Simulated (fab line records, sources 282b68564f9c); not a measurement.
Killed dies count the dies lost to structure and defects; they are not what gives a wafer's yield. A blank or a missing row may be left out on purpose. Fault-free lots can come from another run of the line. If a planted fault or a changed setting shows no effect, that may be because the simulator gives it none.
fab line records    flow ritCmos
[record] lots = 6  wafers = 18  lastDay = 7
route steps=202 shown PRETRO@72 GATE@75 FOX2@80
lots that met no fault: from a run of the same line without faults
startH: start of the lot's first displayed wafer, in hours after the record's first day    waitH: how many hours have passed since the lot's step before this one    " repeats the value in the row above    L1.1+2: several wafers, shown together as one row    - either no value or no given start    * or withheld: withheld    < > ~ a bound
route shown NAME@n: NAME is a module with steps in the file, n the number in the route of the first one    usual: mean/standard deviation taken from wafers without a fault    same: alike in all rows    chamber/n: place in a boat    sites: per-site readings    _std_site: the values' standard deviation    _edge_site: outer sites' mean less inner sites'    radiusMm: for every site, how far away it sits from the centre of the wafer    mask NAME#n: copy n    behind: the tool/chamber that last shaped the wafer    hold: the reason the lot was held/the length of the hold in hours/how it ended    device: names the non-switching transistor (n, p or np)    end of line: the same wafers' tests at the end of the route    a step with no rows: only its recipe    killed: the dies lost at the first sort to structure and to defects; this is not the yield of the wafer    map: dies across one wafer; x = killed, . = not, _ = none there
set.NAME: setting as actually run; set.NAME@STEP: the setting as run at that earlier step    model.NAME: the simulator's own value behind a step, which no gauge read
lots at selected steps of the route; one table per step, one row per wafer
services: a tool's chamber out of use, with start hour (startH, from the record's first day; less than 0 if before it), hours out, and reason
[[steps]]
[step RIT_PRETRO_IMPLANT_08]
[recipe] species = B  energyKev = 45  doseCm2 = 1.2e+13  tiltDeg = 7
[step RIT_PRETRO_STRIP_09]
[recipe] chemistry = O2  timeS = 180  resist = NOVOLAK  platenTempC = withheld  powerW = 500  pressureMtorr = 4000  o2FlowSccm = 4000
[usual] drypumpMotorCurrentA = 5.9/0.37
lot.wafer  tool            chamber  startH  waitH  drypumpMotorCurrentA  rfHoursCounterH
L187.1     plasmaAsher-03  1        71.33   0.1    5.7                   27
L187.2     "               0        "       "      5.7                   27
L187.4     "               0        "       "      5.7                   -
L188.3     plasmaAsher-03  1        76.32   0.1    5.6                   -
L188.4     "               0        "       "      5.7                   -
L188.5     "               0        "       "      5.7                   -
L191.2     plasmaAsher-01  0        91.95   0.1    5.4                   46
L191.3     "               1        "       "      5.5                   -
L191.5     "               1        "       "      5.5                   -
L192.1     plasmaAsher-02  1        95.87   0.1    6.3                   43
L192.4     "               1        "       "      6.3                   -
L192.5     "               1        "       "      6.3                   -
L194.1     plasmaAsher-03  0        105.97  0.1    5.7                   31
L194.2     "               1        "       "      5.7                   31
L194.5     "               0        "       "      5.7                   -
L201.2     plasmaAsher-03  0        141.59  0.1    5.7                   37
L201.4     "               1        "       "      5.6                   -
L201.6     "               1        "       "      5.6                   -
[step RIT_PRETRO_TW_MEAS_10]
[usual] PRETRO_TW = 472/5.8
lot.wafer  tool          chamber  startH  waitH  PRETRO_TW
L187.1     filmMetro-02  -        71.51   0.1    479
L187.2     "             -        "       "      476
L187.4     "             -        "       "      479
L188.3     filmMetro-01  -        76.46   0.1    471
L188.4     "             -        "       "      468
L188.5     "             -        "       "      470
L191.2     filmMetro-04  -        92.14   0.1    464
L191.3     "             -        "       "      468
L191.5     "             -        "       "      466
L192.1     filmMetro-01  -        96.05   0.1    469
L192.4     "             -        "       "      470
L192.5     "             -        "       "      470
L194.1     filmMetro-01  -        106.14  0.1    471
L194.2     "             -        "       "      468
L194.5     "             -        "       "      468
L201.2     filmMetro-04  -        141.78  0.1    468
L201.4     "             -        "       "      466
L201.6     "             -        "       "      466
[step RIT_GATE_WET_ETCH_00]
[recipe] chemistry = BOE  target = SiO2  targetDepthNm = 56  timeS = 60  dry = n2Spin  dilution = 10:1  tempC = 21.5
[step RIT_GATE_CLEAN_01]
[recipe] chemistry = SC1  mix = 3:3:50  timeS = 600  tempC = 75
[step RIT_GATE_CLEAN_02]
[recipe] chemistry = dHF  dilution = 50:1  timeS = 30
[step RIT_GATE_CLEAN_03]
[recipe] chemistry = SC2  mix = 3:3:50  timeS = 600  tempC = 75  dry = n2Spin
[step RIT_GATE_CLEAN_04]
[recipe] chemistry = dHF  dilution = 50:1  timeS = 60  dry = n2Spin
[step RIT_FOX2_THK_MEAS_91]
[recipe] reads = SiO2_of_FOX2_OXIDATION_00
[usual] FIELD_OXIDE_LEFT_2_THK = 251/6.5
lot.wafer  tool          chamber  startH  waitH  FIELD_OXIDE_LEFT_2_THK[nm]
L187.1     filmMetro-01  -        71.98   0.0    243
L187.2     "             -        "       "      246
L187.4     "             -        "       "      244
L188.3     filmMetro-04  -        76.96   0.0    249
L188.4     "             -        "       "      257
L188.5     "             -        "       "      255
L191.2     filmMetro-01  -        92.63   0.0    244
L191.3     "             -        "       "      248
L191.5     "             -        "       "      245
L192.1     filmMetro-04  -        96.52   0.0    250
L192.4     "             -        "       "      246
L192.5     "             -        "       "      242
L194.1     filmMetro-04  -        106.63  0.0    259
L194.2     "             -        "       "      260
L194.5     "             -        "       "      254
L201.2     filmMetro-01  -        142.27  0.0    256
L201.4     "             -        "       "      248
L201.6     "             -        "       "      256
[step RIT_GATE_OXIDATION_05]
[recipe] tempC = 900  ambient = O2  targetThkA = 30  oxTimeS = 270
[step RIT_GATE_ANNEAL_06]
[recipe] tempC = 900  timeS = 600  ambient = N2O
[step RIT_GATE_THK_MEAS_07]
[recipe] reads = SiO2_of_GATE_OXIDATION_05
[usual] GATE_OXIDE_THK = 3.01/0.067
lot.wafer  tool          chamber  startH  waitH  GATE_OXIDE_THK[nm]
L187.1     filmMetro-01  -        74.39   0.0    3.01
L187.2     "             -        "       "      2.97
L187.4     "             -        "       "      3.04
L188.3     filmMetro-01  -        78.40   0.0    2.98
L188.4     "             -        "       "      2.98
L188.5     "             -        "       "      2.99
L191.2     filmMetro-04  -        94.02   0.0    3.06
L191.3     "             -        "       "      3.06
L191.5     "             -        "       "      2.99
L192.1     filmMetro-03  -        98.30   0.0    2.86
L192.4     "             -        "       "      2.91
L192.5     "             -        "       "      2.81
L194.1     filmMetro-04  -        108.02  0.0    3.02
L194.2     "             -        "       "      3.06
L194.5     "             -        "       "      3.06
L201.2     filmMetro-03  -        143.65  0.0    3.01
L201.4     "             -        "       "      3.04
L201.6     "             -        "       "      3.09
[step RIT_GATE_CVD_08]
[recipe] material = poly-Si  targetThkNm = 250  tempC = 610  precursor = SiH4  timeS = 2220  pressureMtorr = 300  sih4FlowSccm = 100
[usual] pressureMtorr = 300.1/0.6  spikeTcCentreC = 611.9/1.4  spikeTcLoadC = 632.5/2.4  spikeTcSourceC = 631.1/2.5  susceptorTempC = 609.97/0.23
lot.wafer  tool      chamber  startH  waitH  pressureMtorr  spikeTcCentreC  spikeTcLoadC  spikeTcSourceC  susceptorTempC  model.poly-Si_of_GATE_CVD_08.thkNm
L187.1     lpcvd-01  1        74.45   0.1    300.5          611.9           630.1         630.3           609.85          250.9
L187.2     "         1        "       "      300.1          611.4           630.6         632.4           610.16          250.3
L187.4     "         1        "       "      299.8          613.0           629.1         631.0           609.87          249.7
L188.3     lpcvd-02  1        78.44   0.0    301.2          608.8           632.7         627.6           609.91          247.7
L188.4     "         1        "       "      301.0          612.3           637.4         628.8           609.66          249.6
L188.5     "         1        "       "      299.9          610.4           635.5         629.7           609.56          249.8
L191.2     lpcvd-02  1        94.07   0.0    300.5          610.8           636.1         627.7           609.85          245.2
L191.3     "         1        "       "      300.8          610.7           637.7         629.1           610.07          247.7
L191.5     "         1        "       "      299.8          610.9           636.4         627.9           609.68          246.6
L192.1     lpcvd-01  1        98.36   0.1    299.7          627.4           644.2         647.2           625.49          355.5
L192.4     "         1        "       "      300.8          627.5           643.3         645.8           625.09          356.9
L192.5     "         1        "       "      300.3          628.7           644.2         646.7           625.53          354.5
L194.1     lpcvd-01  1        108.08  0.1    301.1          627.3           647.7         647.2           624.57          354
L194.2     "         1        "       "      301.3          624.8           646.4         645.2           624.76          355.8
L194.5     "         1        "       "      301.6          627.8           645.1         647.6           624.85          356.4
L201.2     lpcvd-02  1        143.70  0.0    299.4          611.8           635.3         628.6           610.06          252.1
L201.4     "         1        "       "      298.7          614.4           634.9         627.7           610.08          250.5
L201.6     "         1        "       "      299.4          612.0           637.4         627.5           609.84          249.7
[step RIT_GATE_THK_MEAS_09]
[recipe] reads = poly-Si_of_GATE_CVD_08
[usual] GATE_POLY_THK = 249.7/2.1
lot.wafer  tool          chamber  startH  waitH  GATE_POLY_THK[nm]
L187.1     filmMetro-04  -        76.06   0.0    251.0
L187.2     "             -        "       "      250.3
L187.4     "             -        "       "      249.7
L188.3     filmMetro-04  -        80.08   0.0    247.7
L188.4     "             -        "       "      249.7
L188.5     "             -        "       "      249.6
L191.2     filmMetro-01  -        95.69   0.0    245.0
L191.3     "             -        "       "      247.7
L191.5     "             -        "       "      246.8
L192.1     filmMetro-01  -        99.98   0.0    355.3
L192.4     "             -        "       "      356.5
L192.5     "             -        "       "      354.4
L194.1     filmMetro-01  -        109.70  0.0    354.0
L194.2     "             -        "       "      355.9
L194.5     "             -        "       "      356.3
L201.2     filmMetro-04  -        145.33  0.0    252.1
L201.4     "             -        "       "      250.4
L201.6     "             -        "       "      249.8
[step RIT_GATE_HMDS_10]
[recipe] primeTimeS = 60  primeTempC = 140
[step RIT_GATE_COAT_11]
[recipe] resist = NOVOLAK  spinRpm = 4250  resistThkNm = 850
[step RIT_GATE_SOFTBAKE_12]
[recipe] resist = NOVOLAK  tempC = 90  timeS = 60
[step RIT_GATE_EXPOSE_13]
[recipe] maskId = M6  na = 0.6  sourceShape = conventional  sigmaOuter = 0.6  targetCdNm = 150  doseMj = 380
[step RIT_GATE_PEB_14]
[recipe] resist = NOVOLAK  tempC = withheld  timeS = withheld
[step RIT_GATE_DEVELOP_15]
[recipe] resist = NOVOLAK  developTimeS = 50  devTempC = 23
[step RIT_GATE_CD_MEAS_16]
[recipe] targetCdNm = 150
[usual] cdNm = 151.2/2.5
lot.wafer  tool      chamber  startH  waitH  cdNm
L187.1     cdSem-01  -        77.10   -      152.8
L187.2     "         -        "       "      153.4
L187.4     "         -        "       "      152.9
L188.3     cdSem-01  -        81.00   -      151.7
L188.4     "         -        "       "      152.4
L188.5     "         -        "       "      152.4
L191.2     cdSem-02  -        96.72   -      152.4
L191.3     "         -        "       "      150.9
L191.5     "         -        "       "      152.2
L192.1     cdSem-02  -        101.20  -      148.6
L192.4     "         -        "       "      147.6
L192.5     "         -        "       "      147.7
L194.1     cdSem-02  -        110.93  -      152.7
L194.2     "         -        "       "      152.8
L194.5     "         -        "       "      153.8
L201.2     cdSem-01  -        146.38  -      152.0
L201.4     "         -        "       "      155.6
L201.6     "         -        "       "      156.6
[step RIT_GATE_OVL_MEAS_17]
[usual] GATE_OVL = -0.7/1.2
lot.wafer  tool        chamber  startH  waitH  GATE_OVL[nm]
L187.1     overlay-01  -        77.22   0.1    0.0
L187.2     "           -        "       "      1.4
L187.4     "           -        "       "      -0.9
L188.3     overlay-01  -        81.10   0.1    -0.8
L188.4     "           -        "       "      -1.4
L188.5     "           -        "       "      -1.6
L191.2     overlay-01  -        96.82   0.1    0.4
L191.3     "           -        "       "      0.5
L191.5     "           -        "       "      1.3
L192.1     overlay-01  -        101.32  0.1    0.7
L192.4     "           -        "       "      1.5
L192.5     "           -        "       "      -1.0
L194.1     overlay-02  -        111.05  0.1    -0.4
L194.2     "           -        "       "      -2.0
L194.5     "           -        "       "      -2.3
L201.2     overlay-02  -        146.48  0.1    -3.4
L201.4     "           -        "       "      -1.7
L201.6     "           -        "       "      -3.5
[step RIT_GATE_HARDBAKE_18]
[recipe] resist = NOVOLAK  tempC = 140  timeS = 60
[step RIT_GATE_ETCH_19]
[recipe] chemistry = SF6/CHF3/O2  timeS = 165  SF6_flow_sccm = 30  CHF3_flow_sccm = 30  O2_flow_sccm = 5  target = poly-Si  pressureMtorr = 40  rfW = 160  targetDepthA = 3125  overEtchFrac = 0.25  stopOn = SiO2
[usual] drypumpMotorCurrentA = 5.6/0.38  oesProductAu = 0.840/0.0089  throttleValvePct = 10.24/0.18
lot.wafer  tool      chamber  startH  waitH  drypumpMotorCurrentA  oesProductAu  rfHoursCounterH  throttleValvePct  model.etch.depthNm  model.GATE.featureDepthNm
L187.1     rieSi-01  1        77.41   0.1    5.3                   0.850         79               10.47             250.9               250.9
L187.2     "         0        "       "      4.8                   0.833         131              10.16             250.3               250.3
L187.4     "         2        "       "      5.7                   0.832         3                10.34             249.7               249.7
L188.3     rieSi-02  2        81.42   0.1    5.4                   0.838         145              9.98              247.7               247.7
L188.4     "         2        "       "      5.4                   0.837         -                9.98              249.6               249.6
L188.5     "         1        "       "      5.6                   0.852         -                10.47             249.8               249.8
L191.2     rieSi-01  3        97.00   0.1    5.8                   0.818         146              10.22             245.2               245.2
L191.3     "         1        "       "      5.4                   0.837         79               10.48             247.7               247.7
L191.5     "         1        "       "      5.4                   0.837         -                10.48             246.6               246.6
L192.1     rieSi-02  2        101.51  0.1    5.4                   1.003         145              9.98              318.6               318.6
L192.4     "         3        "       "      5.9                   1.010         -                10.01             316.2               316.2
L192.5     "         0        "       "      6.1                   1.005         -                10.24             319.1               319.1
L194.1     rieSi-02  2        111.24  0.1    5.4                   1.004         145              9.98              317                 317
L194.2     "         0        "       "      6.1                   1.003         31               10.25             319.5               319.5
L194.5     "         3        "       "      5.9                   1.013         -                10.01             315.6               315.6
L201.2     rieSi-01  0        146.76  0.1    4.8                   0.847         132              10.18             252.1               252.1
L201.4     "         2        "       "      5.7                   0.837         3                10.32             250.5               250.5
L201.6     "         1        "       "      5.3                   0.837         -                10.49             249.7               249.7
[step RIT_GATE_STRIP_20]
[recipe] chemistry = O2  timeS = 180  resist = NOVOLAK  platenTempC = withheld  powerW = 500  pressureMtorr = 4000  o2FlowSccm = 4000
[usual] drypumpMotorCurrentA = 5.8/0.37
lot.wafer  tool            chamber  startH  waitH  drypumpMotorCurrentA  rfHoursCounterH
L187.1     plasmaAsher-03  0        77.51   0.1    5.7                   28
L187.2     "               1        "       "      5.7                   28
L187.4     "               0        "       "      5.7                   -
L188.3     plasmaAsher-01  0        81.59   0.1    5.5                   -
L188.4     "               1        "       "      5.5                   -
L188.5     "               0        "       "      5.5                   -
L191.2     plasmaAsher-01  1        97.11   0.1    5.5                   46
L191.3     "               1        "       "      5.5                   -
L191.5     "               0        "       "      5.4                   -
L192.1     plasmaAsher-01  1        101.62  0.1    5.5                   47
L192.4     "               0        "       "      5.4                   -
L192.5     "               0        "       "      5.4                   -
L194.1     plasmaAsher-03  1        111.35  0.1    5.7                   32
L194.2     "               0        "       "      5.7                   32
L194.5     "               1        "       "      5.7                   -
L201.2     plasmaAsher-01  1        146.86  0.1    5.5                   49
L201.4     "               0        "       "      5.4                   -
L201.6     "               0        "       "      5.4                   -
[[services]]
tool            chamber  startH  hours  kind
rieSi-01        2        49.87   1.8    repair
lpcvd-02        -        56.49   4.3    pm
rieSi-02        3        60.33   -      clean
rieSi-02        3        60.33   28.1   scheduledDown
rieSi-02        3        60.33   28.1   ventCycle
rieSi-02        1        90.28   1.9    repair
rieSi-02        1        98.12   23.4   repair
plasmaAsher-01  -        106.44  15.6   pm
lpcvd-01        -        111.01  1.0    repair
rieSi-01        -        120.46  2.8    pm
rieSi-01        3        128.29  -      clean
rieSi-01        3        128.29  16.4   scheduledDown
rieSi-01        3        128.29  16.4   ventCycle
plasmaAsher-01  -        131.99  10.1   repair
rieSi-02        2        142.98  3.7    repair
rieSi-02        2        146.71  -      clean
rieSi-02        2        146.71  17.2   scheduledDown
rieSi-02        2        146.71  17.2   ventCycle
[[key]]
[firstSign] step = RIT_GATE_CVD_08  reading = susceptorTempC  direction = up  sigmas = 66  usual = *  struck = *
[effect] step = RIT_GATE_CVD_08  reading = spikeTcCentreC  direction = up  sigmas = 11  usual = 611.9  struck = 627.3
[effect] step = RIT_GATE_THK_MEAS_09  reading = GATE_POLY_THK  direction = up  sigmas = 50  usual = 249.7  struck = 355.4
[effect] step = RIT_GATE_ETCH_19  reading = oesProductAu  direction = up  sigmas = 19  usual = 0.840  struck = 1.006
[modelEffect] step = RIT_GATE_CVD_08  value = poly-Si_of_GATE_CVD_08.thkNm  without = 250.3  struck = 355.5
[modelEffect] step = RIT_GATE_ETCH_19  value = etch.depthNm  without = 250.3  struck = 317.7
metAt RIT_GATE_CVD_08
struckWafers L192.1,L192.4,L192.5,L194.1,L194.2,L194.5
laterRowsLeftOut L192.1,L192.4,L192.5,L194.1,L194.2,L194.5
sortLeftOut L192.1,L192.4,L192.5,L194.1,L194.2,L194.5
testerLeftOut L192,L194
onsetBetween 74.45 98.36
[fault] kind = processParameterDrift  tool = lpcvd-01  chamber = 1  onsetH = 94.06  steps = RIT_GATE_CVD_08  channel = tempC  offset = *  shape = step  endH = 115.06  actsIn = *  stated = *
// testerLeftOut: of these lots the tester's yield and bins aren't shown, on N5 and GAA mostly nor the transistor test; their killed dies are dies lost to structure and defects alone, not to doping, threshold or leakage, so they don't give the yield
// sortLeftOut: the simulated sort isn't trusted on such a fault, so these wafers' sort isn't shown, and their yield isn't known
// laterRowsLeftOut: the simulator's readings of these wafers behind a module that went badly wrong aren't trusted and aren't shown, but for the sort
